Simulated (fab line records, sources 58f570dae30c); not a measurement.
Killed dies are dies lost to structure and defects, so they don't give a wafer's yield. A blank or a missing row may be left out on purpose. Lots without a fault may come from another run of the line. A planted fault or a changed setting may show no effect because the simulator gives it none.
Split-lot experiment | flow berkeley_cmos170 | 5 lots, 23 wafers read, on a route of 331 steps

THE SPLIT
At UCB170_PFIELD_IMPLANT_07, the setting dose_cm2 was moved away from the recipe's 2e+13 on 8 of the 23 wafers read, by -7.2% to -3.4%. The other wafers ran this setting at the recipe's value.

FROM THE SPLIT TO THE READING: what the file shows between them, 1 step
- UCB170_PFIELD_STRIP_08: strips in O2

THE READING
PFIELD_TW, at UCB170_PFIELD_TW_MEAS_09. Fault-free wafers of this fab line usually give 605, standard deviation 4.8.

wafer  | tool, chamber at the split | dose_cm2 as run | against the recipe | PFIELD_TW | against lot-mates on the recipe
L075.1 | implanter-04, 0            | 2e+13           | recipe             | 613       | -
L075.3 | implanter-04, 0            | 2e+13           | recipe             | 607       | -
L075.4 | implanter-04, 0            | 1.883e+13       | -5.8%              | 599       | -11
L075.5 | implanter-04, 0            | 2e+13           | recipe             | 611       | -
L075.6 | implanter-04, 0            | 1.883e+13       | -5.8%              | 600       | -10
L078.2 | implanter-01, 0            | 1.857e+13       | -7.2%              | 584       | -14
L078.3 | implanter-01, 0            | 2e+13           | recipe             | 598       | -
L078.4 | implanter-01, 0            | 1.857e+13       | -7.2%              | 583       | -15
L078.5 | implanter-01, 0            | 1.857e+13       | -7.2%              | 582       | -16
L078.6 | implanter-01, 0            | 2e+13           | recipe             | 598       | -
L079.1 | implanter-04, 0            | 1.931e+13       | -3.4%              | 593       | -1
L079.2 | implanter-04, 0            | 1.931e+13       | -3.4%              | 591       | -3
L079.3 | implanter-04, 0            | 2e+13           | recipe             | 594       | -
L079.4 | implanter-04, 0            | 1.931e+13       | -3.4%              | 593       | -1
L079.6 | implanter-04, 0            | 2e+13           | recipe             | 594       | -
L081.1 | implanter-02, 0            | 2e+13           | recipe             | 606       | -
L081.3 | implanter-02, 0            | 2e+13           | recipe             | 607       | -
L081.4 | implanter-02, 0            | 2e+13           | recipe             | 606       | -
L081.5 | implanter-02, 0            | 2e+13           | recipe             | 606       | -
L081.6 | implanter-02, 0            | 2e+13           | recipe             | 607       | -
L084.1 | implanter-01, 0            | 2e+13           | recipe             | 608       | -
L084.2 | implanter-01, 0            | 2e+13           | recipe             | 607       | -
L084.5 | implanter-01, 0            | 2e+13           | recipe             | 604       | -

THE FIT
A straight line over all 23 wafers: PFIELD_TW changes by +2.47 for each +1% of dose_cm2; r = +0.77; the points scatter about the line by 5.9.
The same after taking each lot's own level away (the mean of its wafers on the recipe; 23 wafers): +1.88 for each +1%; r = +0.92; scatter 2.2.
On that fit, the largest move of dose_cm2 shifts the reading by 13.
The lots' own levels span 594.0 to 610.3, that is 3.4 times the standard deviation above.
So the lot-to-lot level blurs the effect unless lot-mates are compared.
Check: with one of the wafers moved furthest among these (-7.2%) left out of the fit, the line predicts -12.8 for it against its lot-mates. It came out at -14 against them.

OTHER SPLITS ON THESE WAFERS
These wafers also went through other splits before the reading. Each is held against what the fit with the lots' levels taken away leaves over:
other split on the same wafers     | wafers away from the commonest value | r with PFIELD_TW (lot level and that fit taken away)
UCB170_PWELL_CVD_05 pressure_mtorr | 15                                   | +0.31
UCB170_PWELL_COAT_08 spin_rpm      | 4                                    | +0.16
UCB170_PWELL_PEB_11 peb_temp_c     | 8                                    | +0.21

THE FILE'S OWN FIT
PFIELD_TW changes by +1.81 for each +1% of dose_cm2, r = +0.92.
